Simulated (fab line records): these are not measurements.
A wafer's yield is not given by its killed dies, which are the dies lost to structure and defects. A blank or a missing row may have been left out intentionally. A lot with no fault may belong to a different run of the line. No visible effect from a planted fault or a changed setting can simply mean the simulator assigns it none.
Lot-split experiment :: flow berkeley cmos170 :: on a route of 331 steps: 5 lots, 23 wafers read

== ABOUT THE SPLIT ==
At UCB170_ZERO_COAT_01 (resist thk 900 nm), the setting spin rpm was moved away from the recipe's 1500 rpm on 5 of the 23 wafers read, by -5.8% to +2.5%. The other wafers ran this setting at the recipe's value.

The reading comes from the split's own step.

== THE READING ==
KrF_of_ZERO_COAT_01.thk nm (the simulator's own value, which no gauge read), in nm, at UCB170_ZERO_COAT_01 (resist thk 900 nm). The file gives no usual value for it. Across the 18 wafers here that went through the recipe, the average is 901.1 nm and the standard deviation 1.4 nm.

wafer: L076.1
tool, chamber at the split: litho track-03, 0
spin rpm as run, rpm: 1500
against the recipe: recipe
KrF_of_ZERO_COAT_01.thk nm, nm: 902
against lot-mates on the recipe: -

wafer: L076.2
tool, chamber at the split: litho track-03, 0
spin rpm as run, rpm: 1413
against the recipe: -5.8%
KrF_of_ZERO_COAT_01.thk nm, nm: 929.8
against lot-mates on the recipe: +28.1

wafer: L076.3
tool, chamber at the split: litho track-03, 0
spin rpm as run, rpm: 1413
against the recipe: -5.8%
KrF_of_ZERO_COAT_01.thk nm, nm: 927
against lot-mates on the recipe: +25.4

wafer: L076.4
tool, chamber at the split: litho track-03, 0
spin rpm as run, rpm: 1500
against the recipe: recipe
KrF_of_ZERO_COAT_01.thk nm, nm: 901.3
against lot-mates on the recipe: -

wafer: L076.5
tool, chamber at the split: litho track-03, 0
spin rpm as run, rpm: 1413
against the recipe: -5.8%
KrF_of_ZERO_COAT_01.thk nm, nm: 927.3
against lot-mates on the recipe: +25.6

wafer: L080.2
tool, chamber at the split: litho track-04, 0
spin rpm as run, rpm: 1500
against the recipe: recipe
KrF_of_ZERO_COAT_01.thk nm, nm: 900.7
against lot-mates on the recipe: -

wafer: L080.3
tool, chamber at the split: litho track-04, 0
spin rpm as run, rpm: 1500
against the recipe: recipe
KrF_of_ZERO_COAT_01.thk nm, nm: 900.8
against lot-mates on the recipe: -

wafer: L080.6
tool, chamber at the split: litho track-04, 0
spin rpm as run, rpm: 1500
against the recipe: recipe
KrF_of_ZERO_COAT_01.thk nm, nm: 899.1
against lot-mates on the recipe: -

wafer: L081.1
tool, chamber at the split: litho track-03, 0
spin rpm as run, rpm: 1500
against the recipe: recipe
KrF_of_ZERO_COAT_01.thk nm, nm: 899.4
against lot-mates on the recipe: -

wafer: L081.3
tool, chamber at the split: litho track-03, 0
spin rpm as run, rpm: 1500
against the recipe: recipe
KrF_of_ZERO_COAT_01.thk nm, nm: 898.6
against lot-mates on the recipe: -

wafer: L081.4
tool, chamber at the split: litho track-03, 0
spin rpm as run, rpm: 1500
against the recipe: recipe
KrF_of_ZERO_COAT_01.thk nm, nm: 902.6
against lot-mates on the recipe: -

wafer: L081.5
tool, chamber at the split: litho track-03, 0
spin rpm as run, rpm: 1500
against the recipe: recipe
KrF_of_ZERO_COAT_01.thk nm, nm: 899.7
against lot-mates on the recipe: -

wafer: L081.6
tool, chamber at the split: litho track-03, 0
spin rpm as run, rpm: 1500
against the recipe: recipe
KrF_of_ZERO_COAT_01.thk nm, nm: 899.7
against lot-mates on the recipe: -

wafer: L084.1
tool, chamber at the split: litho track-04, 0
spin rpm as run, rpm: 1500
against the recipe: recipe
KrF_of_ZERO_COAT_01.thk nm, nm: 901.9
against lot-mates on the recipe: -

wafer: L084.2
tool, chamber at the split: litho track-04, 0
spin rpm as run, rpm: 1500
against the recipe: recipe
KrF_of_ZERO_COAT_01.thk nm, nm: 901.4
against lot-mates on the recipe: -

wafer: L084.3
tool, chamber at the split: litho track-04, 0
spin rpm as run, rpm: 1500
against the recipe: recipe
KrF_of_ZERO_COAT_01.thk nm, nm: 903.5
against lot-mates on the recipe: -

wafer: L084.4
tool, chamber at the split: litho track-04, 0
spin rpm as run, rpm: 1500
against the recipe: recipe
KrF_of_ZERO_COAT_01.thk nm, nm: 901.5
against lot-mates on the recipe: -

wafer: L084.6
tool, chamber at the split: litho track-04, 0
spin rpm as run, rpm: 1500
against the recipe: recipe
KrF_of_ZERO_COAT_01.thk nm, nm: 903.1
against lot-mates on the recipe: -

wafer: L085.1
tool, chamber at the split: litho track-03, 0
spin rpm as run, rpm: 1500
against the recipe: recipe
KrF_of_ZERO_COAT_01.thk nm, nm: 900.3
against lot-mates on the recipe: -

wafer: L085.2
tool, chamber at the split: litho track-03, 0
spin rpm as run, rpm: 1538
against the recipe: +2.5%
KrF_of_ZERO_COAT_01.thk nm, nm: 888.8
against lot-mates on the recipe: -12.9

wafer: L085.3
tool, chamber at the split: litho track-03, 0
spin rpm as run, rpm: 1538
against the recipe: +2.5%
KrF_of_ZERO_COAT_01.thk nm, nm: 890.7
against lot-mates on the recipe: -11.0

wafer: L085.4
tool, chamber at the split: litho track-03, 0
spin rpm as run, rpm: 1500
against the recipe: recipe
KrF_of_ZERO_COAT_01.thk nm, nm: 902.2
against lot-mates on the recipe: -

wafer: L085.6
tool, chamber at the split: litho track-03, 0
spin rpm as run, rpm: 1500
against the recipe: recipe
KrF_of_ZERO_COAT_01.thk nm, nm: 902.7
against lot-mates on the recipe: -

THE FIT
A straight line over all 23 wafers: KrF_of_ZERO_COAT_01.thk nm changes by -4.62 nm for each +1% of spin rpm; r = -0.99; the points scatter about the line by 1.4 nm.
The same after taking each lot's own level away (the mean of its wafers on the recipe; 23 wafers): -4.58 nm for each +1%; r = -0.99; scatter 1.1 nm.
The reading moves by 27 nm for the largest change in spin rpm, on that fit.
The span of the lots' own levels, 900.00 to 902.28 nm, comes to 1.6 times the standard deviation stated above.
The two slopes are in agreement: the lot-to-lot level therefore moves the slope only a little.
Check: with one of the wafers moved furthest among these (-5.8%) left out of the fit, the line predicts +25.8 nm for it against its lot-mates. It came out at +28.1 nm against them.

== THE WHOLE CHAIN: every reading that the file lists as answering this split, in the file's order ==
step: UCB170_ZERO_COAT_01
what it does: resist thk 900 nm
reading: KrF_of_ZERO_COAT_01.thk nm (the simulator's own value, which no gauge read)
change (the file's fit): -4.57 nm for each +1% of the setting
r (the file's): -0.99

step: UCB170_ZERO_STRIP_07
what it does: strips in O2
reading: strip time to endpoint s
change (the file's fit): withheld for each +1% of the setting
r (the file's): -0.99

== THE FILE'S OWN FIT ==
KrF_of_ZERO_COAT_01.thk nm changes by -4.57 nm for each +1% of spin rpm, r = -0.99.
